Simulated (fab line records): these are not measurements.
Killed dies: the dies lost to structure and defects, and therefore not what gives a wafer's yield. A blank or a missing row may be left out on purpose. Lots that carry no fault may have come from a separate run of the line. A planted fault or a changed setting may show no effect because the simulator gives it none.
Lot-split experiment | flow berkeley-cmos170 | 5 lots, 23 wafers read, on a route of 331 steps

THE SPLIT
At UCB170_PLDD_EXPOSE_03 (exposes mask PSELECT, target cd 1200 nm), the setting dose-mj was moved away from the recipe's 30 on 10 of the 23 wafers read, by -6.8% to +3.8%. For the rest of the wafers, this setting stayed at what the recipe calls for.

FROM THE SPLIT TO THE READING: what the file shows between them, 2 steps
- UCB170_PLDD_PEB_04
- UCB170_PLDD_DEVELOP_05: develop time 45 s

THE READING
cd-nm at UCB170_PLDD_CD_MEAS_06, given in nm (cd target 1200 nm). Typical for fault-free wafers on this fab line: 1200.0 nm, with standard deviation 1.2 nm.

wafer  | tool, chamber at the split | dose-mj as run | against the recipe | cd-nm, nm | against lot-mates on the recipe
L078.1 | krf-scanner-01, 0          | 27.95          | -6.8%              | 1189.3    | -12.3
L078.2 | krf-scanner-01, 0          | 30             | recipe             | 1202.1    | -
L078.4 | krf-scanner-01, 0          | 27.95          | -6.8%              | 1189.0    | -12.6
L078.5 | krf-scanner-01, 0          | 27.95          | -6.8%              | 1189.4    | -12.2
L078.6 | krf-scanner-01, 0          | 30             | recipe             | 1201.1    | -
L080.1 | krf-scanner-02, 0          | 31.13          | +3.8%              | 1207.3    | +7.1
L080.2 | krf-scanner-02, 0          | 30             | recipe             | 1200.0    | -
L080.4 | krf-scanner-02, 0          | 31.13          | +3.8%              | 1208.6    | +8.4
L080.5 | krf-scanner-02, 0          | 30             | recipe             | 1200.3    | -
L080.6 | krf-scanner-02, 0          | 31.13          | +3.8%              | 1206.8    | +6.6
L083.1 | krf-scanner-02, 0          | 30             | recipe             | 1200.6    | -
L083.2 | krf-scanner-02, 0          | 29.39          | -2.0%              | 1197.2    | -3.7
L083.3 | krf-scanner-02, 0          | 30             | recipe             | 1201.2    | -
L083.4 | krf-scanner-02, 0          | 30             | recipe             | 1200.9    | -
L083.5 | krf-scanner-02, 0          | 29.39          | -2.0%              | 1197.3    | -3.6
L085.1 | krf-scanner-01, 0          | 30             | recipe             | 1200.4    | -
L085.3 | krf-scanner-01, 0          | 30             | recipe             | 1199.3    | -
L085.5 | krf-scanner-01, 0          | 30             | recipe             | 1200.6    | -
L082.1 | krf-scanner-02, 0          | 30             | recipe             | 1199.4    | -
L082.2 | krf-scanner-02, 0          | 30.73          | +2.4%              | 1202.3    | +3.2
L082.3 | krf-scanner-02, 0          | 30             | recipe             | 1198.4    | -
L082.4 | krf-scanner-02, 0          | 30             | recipe             | 1199.5    | -
L082.6 | krf-scanner-02, 0          | 30.73          | +2.4%              | 1201.9    | +2.8

THE FIT
A straight line over all 23 wafers: cd-nm changes by +1.63 nm for each +1% of dose-mj; r = +0.98; the points scatter about the line by 1.1 nm.
The same after taking each lot's own level away (the mean of its wafers on the recipe; 23 wafers): +1.81 nm for each +1%; r = +0.99; scatter 0.67 nm.
The reading moves by 12 nm for the largest change in dose-mj, on that fit.
Measured against the standard deviation above, the lots' own levels, which go from 1199.10 to 1201.60 nm, span 2.1 times it.
The two slopes are in agreement: the lot-to-lot level therefore moves the slope only a little.
Check: -12.4 nm against its lot-mates is what the line predicts for one of the wafers moved furthest among these (-6.8%) when that wafer is left out of the fit. It came out at -12.3 nm against them.

THE FILE'S OWN FIT
cd-nm changes by +1.79 nm for each +1% of dose-mj, r = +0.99.
